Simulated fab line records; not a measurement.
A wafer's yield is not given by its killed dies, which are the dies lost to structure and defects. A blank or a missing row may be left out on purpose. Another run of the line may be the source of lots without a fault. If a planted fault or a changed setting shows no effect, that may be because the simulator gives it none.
Which tool did it? -- flow berkeley cmos170 -- 42 wafers from 14 lots sampled at 3 of the route's 331 steps

## WHAT THE GAUGES READ, wafer by wafer
UCB170_START_THK_MEAS_03. Usual: START_OXIDE_THK gives 20.4 nm (standard deviation 0.32).
lot,measured,on,START_OXIDE_THK (nm),flag
L462,day 1 14:17,film metro-01,20.8 20.5 20.4,
L463,day 1 20:04,film metro-03,20.2 20.0 20.3,
L464,day 2 01:41,film metro-03,20.9 20.8 20.8,
L465,day 2 04:32,film metro-03,20.6 20.4 20.6,
L469,day 3 01:01,film metro-01,20.4 20.7 20.5,
L472,day 3 16:08,film metro-02,20.3 20.1 20.3,
L474,day 4 01:13,film metro-02,20.3 20.5 20.5,
L476,day 4 12:08,film metro-03,20.9 20.5 20.7,
L477,day 4 15:49,film metro-01,20.1 20.2 20.2,
L479,day 5 01:06,film metro-02,20.2 20.6 20.4,
L480,day 5 07:31,film metro-03,20.2 20.5 20.7,
L481,day 5 13:17,film metro-01,20.2 20.8 20.3,
L482,day 5 18:41,film metro-02,21.0 20.7 20.6,
L484,day 6 06:45,film metro-03,20.6 20.4 20.4,

UCB170_NWELL_OVL_MEAS_12. Usual: NWELL_OVL gives -5 nm (standard deviation 6).
lot,measured,on,NWELL_OVL (nm),flag
L462,day 2 06:38,overlay-02,5 4 2,
L463,day 2 12:52,overlay-01,-10 -11 -7,
L464,day 2 18:55,overlay-01,-11 -12 -18,
L465,day 2 18:34,overlay-02,-12 -10 -5,
L469,day 3 18:51,overlay-01,6 -1 3,
L472,day 4 10:20,overlay-02,3 1 -1,
L474,day 4 18:10,overlay-02,5 -7 -5,
L476,day 4 22:50,overlay-01,-8 -4 1,
L477,day 5 03:50,overlay-01,-8 -10 -9,
L479,day 5 16:04,overlay-01,-10 -6 -4,
L480,day 6 01:46,overlay-01,-4 -2 -2,
L481,day 6 06:14,overlay-01,4 -12 -4,
L482,day 6 13:40,overlay-01,-9 -15 -15,
L484,day 6 23:38,overlay-02,-1 -5 5,

## WHAT TOOL EACH LOT RAN ON (gives the tool, then ch and the chambers of the sampled wafers, and finally the start)
lot,UCB170_NWELL_COAT_07
L462,"litho track-03 ch 0, day 2 05:50"
L463,"litho track-03 ch 0, day 2 11:54"
L464,"litho track-01 ch 0, day 2 17:32"
L465,"litho track-02 ch 0, day 2 17:32"
L469,"litho track-02 ch 0, day 3 18:04"
L472,"litho track-01 ch 0, day 4 09:22"
L474,"litho track-01 ch 0, day 4 17:29"
L476,"litho track-01 ch 0, day 4 21:27"
L477,"litho track-03 ch 0, day 5 02:56"
L479,"litho track-02 ch 0, day 5 15:07"
L480,"litho track-03 ch 0, day 6 01:07"
L481,"litho track-02 ch 0, day 6 05:26"
L482,"litho track-03 ch 0, day 6 12:58"
L484,"litho track-02 ch 0, day 6 22:49"
- UCB170_NWELL_COAT_07: resist thk 900 nm.

## AS READ BY THE TOOLS THEMSELVES (means over the sampled wafers that have a number; for cases with no such wafer, the mark the record gives instead)
UCB170_NWELL_COAT_07. Usual: 1499.9 rpm for spin speed rpm, sd 1.1.
lot,tool,spin speed rpm (rpm),flag
L462,litho track-03,1498.9,
L463,litho track-03,1499.0,
L464,litho track-01,1501.1,
L465,litho track-02,1499.9,
L469,litho track-02,1499.5,
L472,litho track-01,1499.2,
L474,litho track-01,1499.7,
L476,litho track-01,1500.6,
L477,litho track-03,1501.0,
L479,litho track-02,1500.2,
L480,litho track-03,1500.6,
L481,litho track-02,1499.4,
L482,litho track-03,1499.4,
L484,litho track-02,1500.8,

## THE ANSWER, worked out from the rows above alone
Rule: lot off if the mean of its wafers having a number is beyond 3 standard deviations from the usual mean. A lot without any number at a reading at which 4 lots or more have one is off too. The other lots that the step has rows for count as sound. The gauges are gone through in route order, then the tools' own readings, and for those a lot's mean is taken as printed above. At the first step where some lot is off, the reading lying furthest off is the one used; lots without a number count as furthest.
Nothing can be told from this: no lot is off at any reading shown.

## WHAT THE SIMULATOR HAD PUT IN
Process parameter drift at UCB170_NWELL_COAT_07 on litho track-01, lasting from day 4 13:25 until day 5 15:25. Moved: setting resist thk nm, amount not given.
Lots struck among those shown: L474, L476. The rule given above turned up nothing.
